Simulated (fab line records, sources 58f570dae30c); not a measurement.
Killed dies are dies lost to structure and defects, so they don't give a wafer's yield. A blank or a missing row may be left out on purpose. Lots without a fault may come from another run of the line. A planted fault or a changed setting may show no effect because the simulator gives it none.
A struck lot beside a sound one | flow berkeley_cmos170 | 16 steps out of a route of 331
Sound: wafers L656.1, L656.2, L656.4. Struck: wafers L668.1, L668.2, L668.5. The cause comes at the end.
At each step with rows: each side's tool, then ch and its chambers, then its first start. Under that, the readings that differ: sound wafers | struck wafers | difference of the means | sigmas: that difference in standard deviations of wafers without a fault.
alike: readings whose means differ by less than 2 such deviations, and words and numbers that are the same on both sides. not compared: withheld readings, readings that some wafer has no value for, bounds like >300 that may hide the same value, and numbers for which the record gives no deviation and whose values overlap.
The two part at a step that has a row with sigmas, a row that says differs or no value, or rows on one side only. Numbers that don't overlap but have no deviation are shown without sigmas and don't part them. A reading that every wafer of one side lacks parts them only if that side has two wafers or more.

UCB170_V2_CMP_02: polishes SiO2.
  sound on cmp-02 ch 1,2,3, day 9 02:00; struck on cmp-01 ch 2,3, day 12 00:16
  alike: motor_current_A
UCB170_V2_BOW_MEAS_03:
  sound on film_metro-01, day 9 02:18; struck on film_metro-01, day 12 00:34
  alike: V2_BOW
UCB170_V2_THK_MEAS_04:
  sound on film_metro-01, day 9 02:25; struck on film_metro-01, day 12 00:41
  alike: V2_POLISHED_THK
then, 7 steps without rows for these wafers: UCB170_V2_CLEAN_05 (cleans in DIW); UCB170_V2_HMDS_06 (prime time 60 s); UCB170_V2_COAT_07 (resist thk 900 nm); UCB170_V2_SOFTBAKE_08 (time 60 s); UCB170_V2_EXPOSE_09 (exposes mask VIA2, target cd 700 nm); UCB170_V2_PEB_10; UCB170_V2_DEVELOP_11 (develop time 45 s).
UCB170_V2_CD_MEAS_12: target cd 700 nm.
  sound on cd_sem-01, day 9 04:34; struck on cd_sem-01, day 12 02:06
  alike: cd_nm
UCB170_V2_OVL_MEAS_13:
  sound on overlay-01, day 9 04:41; struck on overlay-02, day 12 02:13
  reading     | sound   | struck   | difference | sigmas
  V2_OVL (nm) | 11 12 5 | -9 -5 -7 | -16        | -3
UCB170_V2_ETCH_14: etches SiO2 in CHF3/CF4/Ar, stops on Al, target depth 1250 nm, time 291 s.
  sound on rie_diel-01 ch 1,2,3, day 9 04:44; struck on rie_diel-02 ch 0,1,2, day 12 02:16
  reading                             | sound             | struck            | difference | sigmas
  cf4_flow_sccm (sccm)                | 14.96 14.95 14.92 | 15.06 15.06 14.99 | +0.09      | +2
  oes_product_au (a.u.)               | 0.896 0.869 0.883 | 0.792 0.798 0.810 | -0.083     | -6
  run_length_s (s)                    | 319.0 318.3 318.8 | 360.4 360.4 360.3 | +41.7      | +99 or more
  model.KrF_of_V2_COAT_07.thk_nm (nm) | 614.2 606.7 611.3 | 566.7 574.9 578.1 | -37.5      |
  alike: chamber_pressure_mTorr, drypump_motor_current_A, throttle_valve_pct
  not compared: rf_hours_counter_h
UCB170_V2_STRIP_15: strips in O2.
  sound on plasma_asher-02 ch 0,1, day 9 04:55; struck on plasma_asher-04 ch 0,1, day 12 02:26
  reading                      | sound             | struck            | difference | sigmas
  strip_time_to_endpoint_s (s) | 15.41 15.22 15.34 | 14.28 14.48 14.55 | -0.89      | -7
  alike: chamber_pressure_mTorr, drypump_motor_current_A, oes_product_au
  not compared: rf_hours_counter_h
UCB170_V2_CD_MEAS_90: target cd 700 nm.
  sound on cd_sem-02, day 9 05:01; struck on cd_sem-01, day 12 02:32
  alike: cd_nm
UCB170_M3_PROBE_99:
  the record has rows for the struck wafers here (prober-02, day 12 05:17) and none for the sound ones

WHERE THEY PART
First at UCB170_V2_OVL_MEAS_13; last, within this record, at UCB170_M3_PROBE_99.

WHY: what the simulator had put in
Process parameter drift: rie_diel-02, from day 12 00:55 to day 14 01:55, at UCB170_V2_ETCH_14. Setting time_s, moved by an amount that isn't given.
